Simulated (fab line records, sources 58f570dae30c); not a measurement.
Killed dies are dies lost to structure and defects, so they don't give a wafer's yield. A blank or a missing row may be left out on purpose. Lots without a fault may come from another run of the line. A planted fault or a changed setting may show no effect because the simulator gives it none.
Which tool did it? | flow berkeley_cmos170 | 12 lots, 35 wafers sampled, at 1 step of a route of 331

WHAT THE GAUGES READ, wafer by wafer
UCB170_CONTACT_THK_MEAS_02. Usual: CONTACT_PSG_THK 699 nm, standard deviation 5.9.
lot  | measured     | on            | CONTACT_PSG_THK (nm) | flag
L635 | day 8 07:30  | film_metro-03 | 708 708 707          |
L637 | day 8 09:13  | film_metro-01 | 699 696 701          |
L636 | day 8 09:13  | film_metro-03 | 708 701 700          |
L638 | day 9 00:14  | film_metro-01 | 711 706 709          |
L639 | day 9 01:01  | film_metro-02 | 699 703 699          |
L646 | day 10 16:40 | film_metro-01 | 691 692 695          |
L645 | day 10 18:26 | film_metro-01 | 687 691              |
L647 | day 10 18:28 | film_metro-03 | 689 697 690          |
L650 | day 11 18:23 | film_metro-03 | 699 698 705          |
L653 | day 11 19:28 | film_metro-02 | 704 704 704          |
L655 | day 13 03:31 | film_metro-03 | 700 694 694          |
L658 | day 14 05:02 | film_metro-01 | 705 695 698          |

WHICH TOOL RAN EACH LOT (tool, then ch and the chambers of the sampled wafers, then the start)
The record holds no process step before these readings.

WHAT THE TOOLS THEMSELVES READ (means of the sampled wafers that have a number; where no wafer has one, the mark that the record gives instead)
The record holds no such reading with a usual standard deviation.

THE ANSWER, worked out from the rows above alone
Rule: a lot is off if the mean of its wafers that have a number lies more than 3 standard deviations from the usual mean. A lot without any number at a reading at which 4 lots or more have one is off too. The other lots that the step has rows for count as sound. The gauges are gone through in route order, then the tools' own readings, and for those a lot's mean is taken as printed above. The first step at which some lot is off is used, and at that step the reading that is off furthest; a lot without a number counts as furthest.
No lot is off at any reading shown: from this, nothing can be told.

WHAT THE SIMULATOR HAD PUT IN
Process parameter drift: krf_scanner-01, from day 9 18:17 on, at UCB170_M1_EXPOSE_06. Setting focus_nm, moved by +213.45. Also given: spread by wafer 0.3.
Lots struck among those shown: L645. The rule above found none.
